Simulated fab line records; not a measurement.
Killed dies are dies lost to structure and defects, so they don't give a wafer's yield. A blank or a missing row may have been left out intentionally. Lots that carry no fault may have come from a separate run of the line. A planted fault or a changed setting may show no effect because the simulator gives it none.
Lot-split experiment || flow berkeley_cmos170 || 27 wafers read across 5 lots, on a route 331 steps long

## THE SPLIT
At UCB170_M3_SPUTTER_01 (material Al, target thk 900 nm, time 120 s), the setting time_s was moved away from the recipe's 120 s on 9 of the 27 wafers read, by -50.8% to +29.5%. The other wafers ran this setting at the recipe's value.

## FROM THE SPLIT TO THE READING: what the file shows between them, 5 steps
- UCB170_M3_RS_MEAS_02: measures by four-point-probe
- UCB170_M3_THK_MEAS_03: measures by xrf
- UCB170_M3_HMDS_04: prime time 60 s
- UCB170_M3_COAT_05: resist thk 900 nm
- UCB170_M3_ETCH_17: etches BARC in N2/H2

## THE READING
oes_product_au, in a.u., at UCB170_M3_METAL_ETCH_18 (etches Al in Cl2/BCl3, stops on SiO2, target depth 1170 nm, time 195 s). Typical for fault-free wafers on this fab line: 0.851 a.u., with standard deviation 0.014 a.u.

{"wafer": "L074.1", "tool, chamber at the split": "pvd_sputter-01, -", "time_s as run, s": 62.04, "against the recipe": "-48.3%", "oes_product_au, a.u.": 0.609, "against lot-mates on the recipe": -0.238}
{"wafer": "L074.2", "tool, chamber at the split": "pvd_sputter-01, -", "time_s as run, s": 120, "against the recipe": "recipe", "oes_product_au, a.u.": 0.852, "against lot-mates on the recipe": "-"}
{"wafer": "L074.3", "tool, chamber at the split": "pvd_sputter-01, -", "time_s as run, s": 120, "against the recipe": "recipe", "oes_product_au, a.u.": 0.842, "against lot-mates on the recipe": "-"}
{"wafer": "L074.4", "tool, chamber at the split": "pvd_sputter-01, -", "time_s as run, s": 120, "against the recipe": "recipe", "oes_product_au, a.u.": 0.847, "against lot-mates on the recipe": "-"}
{"wafer": "L074.5", "tool, chamber at the split": "pvd_sputter-01, -", "time_s as run, s": 62.04, "against the recipe": "-48.3%", "oes_product_au, a.u.": 0.612, "against lot-mates on the recipe": -0.235}
{"wafer": "L074.6", "tool, chamber at the split": "pvd_sputter-01, -", "time_s as run, s": 62.04, "against the recipe": "-48.3%", "oes_product_au, a.u.": 0.620, "against lot-mates on the recipe": -0.227}
{"wafer": "L077.1", "tool, chamber at the split": "pvd_sputter-02, -", "time_s as run, s": 120, "against the recipe": "recipe", "oes_product_au, a.u.": 0.834, "against lot-mates on the recipe": "-"}
{"wafer": "L077.2", "tool, chamber at the split": "pvd_sputter-02, -", "time_s as run, s": 120, "against the recipe": "recipe", "oes_product_au, a.u.": 0.869, "against lot-mates on the recipe": "-"}
{"wafer": "L077.3", "tool, chamber at the split": "pvd_sputter-02, -", "time_s as run, s": 120, "against the recipe": "recipe", "oes_product_au, a.u.": 0.839, "against lot-mates on the recipe": "-"}
{"wafer": "L081.1", "tool, chamber at the split": "pvd_sputter-01, -", "time_s as run, s": 120, "against the recipe": "recipe", "oes_product_au, a.u.": 0.867, "against lot-mates on the recipe": "-"}
{"wafer": "L081.2", "tool, chamber at the split": "pvd_sputter-01, -", "time_s as run, s": 120, "against the recipe": "recipe", "oes_product_au, a.u.": 0.855, "against lot-mates on the recipe": "-"}
{"wafer": "L081.3", "tool, chamber at the split": "pvd_sputter-01, -", "time_s as run, s": 120, "against the recipe": "recipe", "oes_product_au, a.u.": 0.870, "against lot-mates on the recipe": "-"}
{"wafer": "L081.4", "tool, chamber at the split": "pvd_sputter-01, -", "time_s as run, s": 120, "against the recipe": "recipe", "oes_product_au, a.u.": 0.852, "against lot-mates on the recipe": "-"}
{"wafer": "L081.5", "tool, chamber at the split": "pvd_sputter-01, -", "time_s as run, s": 120, "against the recipe": "recipe", "oes_product_au, a.u.": 0.874, "against lot-mates on the recipe": "-"}
{"wafer": "L081.6", "tool, chamber at the split": "pvd_sputter-01, -", "time_s as run, s": 120, "against the recipe": "recipe", "oes_product_au, a.u.": 0.839, "against lot-mates on the recipe": "-"}
{"wafer": "L080.1", "tool, chamber at the split": "pvd_sputter-02, -", "time_s as run, s": 155.4, "against the recipe": "+29.5%", "oes_product_au, a.u.": 0.964, "against lot-mates on the recipe": "+0.114"}
{"wafer": "L080.2", "tool, chamber at the split": "pvd_sputter-02, -", "time_s as run, s": 155.4, "against the recipe": "+29.5%", "oes_product_au, a.u.": 0.986, "against lot-mates on the recipe": "+0.136"}
{"wafer": "L080.3", "tool, chamber at the split": "pvd_sputter-02, -", "time_s as run, s": 155.4, "against the recipe": "+29.5%", "oes_product_au, a.u.": 0.999, "against lot-mates on the recipe": "+0.149"}
{"wafer": "L080.4", "tool, chamber at the split": "pvd_sputter-02, -", "time_s as run, s": 120, "against the recipe": "recipe", "oes_product_au, a.u.": 0.832, "against lot-mates on the recipe": "-"}
{"wafer": "L080.5", "tool, chamber at the split": "pvd_sputter-02, -", "time_s as run, s": 120, "against the recipe": "recipe", "oes_product_au, a.u.": 0.841, "against lot-mates on the recipe": "-"}
{"wafer": "L080.6", "tool, chamber at the split": "pvd_sputter-02, -", "time_s as run, s": 120, "against the recipe": "recipe", "oes_product_au, a.u.": 0.878, "against lot-mates on the recipe": "-"}
{"wafer": "L085.1", "tool, chamber at the split": "pvd_sputter-04, -", "time_s as run, s": 59.02, "against the recipe": "-50.8%", "oes_product_au, a.u.": 0.612, "against lot-mates on the recipe": -0.236}
{"wafer": "L085.2", "tool, chamber at the split": "pvd_sputter-04, -", "time_s as run, s": 59.02, "against the recipe": "-50.8%", "oes_product_au, a.u.": 0.611, "against lot-mates on the recipe": -0.237}
{"wafer": "L085.3", "tool, chamber at the split": "pvd_sputter-04, -", "time_s as run, s": 120, "against the recipe": "recipe", "oes_product_au, a.u.": 0.860, "against lot-mates on the recipe": "-"}
{"wafer": "L085.4", "tool, chamber at the split": "pvd_sputter-04, -", "time_s as run, s": 120, "against the recipe": "recipe", "oes_product_au, a.u.": 0.847, "against lot-mates on the recipe": "-"}
{"wafer": "L085.5", "tool, chamber at the split": "pvd_sputter-04, -", "time_s as run, s": 59.02, "against the recipe": "-50.8%", "oes_product_au, a.u.": 0.615, "against lot-mates on the recipe": -0.233}
{"wafer": "L085.6", "tool, chamber at the split": "pvd_sputter-04, -", "time_s as run, s": 120, "against the recipe": "recipe", "oes_product_au, a.u.": 0.837, "against lot-mates on the recipe": "-"}

THE FIT
A straight line over all 27 wafers: oes_product_au changes by +0.00474 a.u. for each +1% of time_s; r = +0.99; the points scatter about the line by 0.014 a.u.
The same after taking each lot's own level away (the mean of its wafers on the recipe; 27 wafers): +0.00468 a.u. for each +1%; r = +0.99; scatter 0.013 a.u.
That fit puts the effect of the largest move of time_s on the reading at 0.24 a.u.
The span of the lots' own levels, 0.8470 to 0.8595 a.u., comes to 0.9 times the standard deviation stated above.
The two slopes agree, so the slope changes little with the lot-to-lot level.
Check: -0.239 a.u. against its lot-mates is what the line predicts for one of the wafers moved furthest among these (-50.8%) when that wafer is left out of the fit. Against them it came out at -0.236 a.u.

## THE WHOLE CHAIN: every reading that the file lists as answering this split, in the file's order
{"step": "UCB170_M3_SPUTTER_01", "what it does": "material Al, target thk 900 nm, time 120 s", "reading": "Al_of_M3_SPUTTER_01.thk_nm (the simulator's own value, which no gauge read)", "change (the file's fit)": "+8.88 nm for each +1% of the setting", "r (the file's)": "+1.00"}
{"step": "UCB170_M3_RS_MEAS_02", "what it does": "measures by four-point-probe", "reading": "M3_AL_RS", "change (the file's fit)": "-0.00058 for each +1% of the setting", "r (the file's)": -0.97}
{"step": "UCB170_M3_THK_MEAS_03", "what it does": "measures by xrf", "reading": "M3_AL_THK", "change (the file's fit)": "+8.79 for each +1% of the setting", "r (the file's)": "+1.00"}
{"step": "UCB170_M3_METAL_ETCH_18", "what it does": "etches Al in Cl2/BCl3, stops on SiO2, target depth 1170 nm, time 195 s", "reading": "oes_product_au", "change (the file's fit)": "+0.00469 a.u. for each +1% of the setting", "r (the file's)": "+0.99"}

## FILE'S OWN FIT
oes_product_au changes by +0.00469 a.u. for each +1% of time_s, r = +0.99.
